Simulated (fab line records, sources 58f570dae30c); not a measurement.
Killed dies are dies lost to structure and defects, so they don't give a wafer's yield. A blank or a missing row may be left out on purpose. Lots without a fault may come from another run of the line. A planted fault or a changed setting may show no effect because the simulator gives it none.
Tool commonality check | flow berkeley_cmos170 | 13 lots, 39 wafers sampled

WHY IT WAS OPENED
At UCB170_PWELL_TW_MEAS_17 the reading PWELL_TW is flagged on 3 of 13 lots. Wafers without a fault read 376.0, standard deviation 1.6.
Rule: a lot is flagged when every wafer of it that has a number lies more than 4 standard deviations from that mean, or none has a number. The other lots count as sound.

lot  | measured    | on            | PWELL_TW, wafer by wafer | flag
L380 | day 3 08:15 | film_metro-04 | 376.5 378.5 377.1        |
L381 | day 3 14:45 | film_metro-04 | 377.4 376.4 376.0        |
L384 | day 4 04:05 | film_metro-01 | 375.0 374.1 372.9        |
L387 | day 5 09:55 | film_metro-03 | 52.1 53.0 49.6           | FLAGGED
L389 | day 5 10:12 | film_metro-04 | 51.3 55.1 52.6           | FLAGGED
L392 | day 5 22:46 | film_metro-04 | 374.8 374.1 376.8        |
L393 | day 5 22:57 | film_metro-01 | 374.0 374.3 375.9        |
L390 | day 5 23:27 | film_metro-01 | 56.2 51.3 52.6           | FLAGGED
L394 | day 6 08:15 | film_metro-01 | 376.2 374.0 378.8        |
L397 | day 6 22:35 | film_metro-01 | 375.8 376.9 378.3        |
L398 | day 6 23:18 | film_metro-01 | 376.3 377.1 380.5        |
L400 | day 7 16:05 | film_metro-01 | 373.0 375.1 374.6        |
L402 | day 7 19:15 | film_metro-01 | 377.5 375.0 376.6        |
The numbers of the flagged lots are 52.6 on average: -323.4 against the usual, or -99 or more standard deviations.

WHICH TOOL RAN EACH LOT
The record holds 1 process step before the reading, out of a route of 331 steps. In each cell: the tool, then ch and the chambers that the sampled wafers went through, then the start.
lot  | flag    | UCB170_PWELL_DEVELOP_12
L380 |         | litho_track-03 ch 0, day 3 07:00
L381 |         | litho_track-01 ch 0, day 3 14:00
L384 |         | litho_track-03 ch 0, day 4 03:00
L387 | FLAGGED | litho_track-03 ch 0, day 5 09:00
L389 | FLAGGED | litho_track-03 ch 0, day 5 09:00
L392 |         | litho_track-01 ch 0, day 5 22:00
L393 |         | litho_track-02 ch 0, day 5 22:00
L390 | FLAGGED | litho_track-03 ch 0, day 5 22:00
L394 |         | litho_track-02 ch 0, day 6 07:00
L397 |         | litho_track-02 ch 0, day 6 22:00
L398 |         | litho_track-02 ch 0, day 6 22:00
L400 |         | litho_track-02 ch 0, day 7 15:00
L402 |         | litho_track-02 ch 0, day 7 18:00
What these steps do:
- UCB170_PWELL_DEVELOP_12: develop time 45 s.
- UCB170_PWELL_TW_MEAS_17

FLAGGED OVER TOTAL, TOOL BY TOOL (the gauges that took the reading come last)
step                    | tool           | lots run | flagged | share of the flagged lots | sound lots run after its first flagged lot
UCB170_PWELL_DEVELOP_12 | litho_track-01 | 2        | 0       | none                      | -
UCB170_PWELL_DEVELOP_12 | litho_track-02 | 6        | 0       | none                      | -
UCB170_PWELL_DEVELOP_12 | litho_track-03 | 5        | 3       | all                       | 0
UCB170_PWELL_TW_MEAS_17 | film_metro-01  | 8        | 1       | some                      | 5 (L394,L397,L398,L400,L402)
UCB170_PWELL_TW_MEAS_17 | film_metro-03  | 1        | 1       | some                      | 0
UCB170_PWELL_TW_MEAS_17 | film_metro-04  | 4        | 1       | some                      | 1 (L392)

WHAT THE TABLE ALLOWS
1 row of the table ran every flagged lot: litho_track-03 at UCB170_PWELL_DEVELOP_12.
- litho_track-03 at UCB170_PWELL_DEVELOP_12: 3 of its 5 lots flagged. Its last sound lot is L384 (day 4 03:00), its first flagged lot L387 (day 5 09:00): a fault that began between those two fits.
One tool is left: litho_track-03 at UCB170_PWELL_DEVELOP_12.

WHAT THE SIMULATOR HAD PUT IN
Process parameter drift: litho_track-03, from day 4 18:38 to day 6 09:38, at UCB170_PWELL_DEVELOP_12. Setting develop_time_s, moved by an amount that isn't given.
Lots struck among those shown: L387, L389, L390. The rule above found the same.
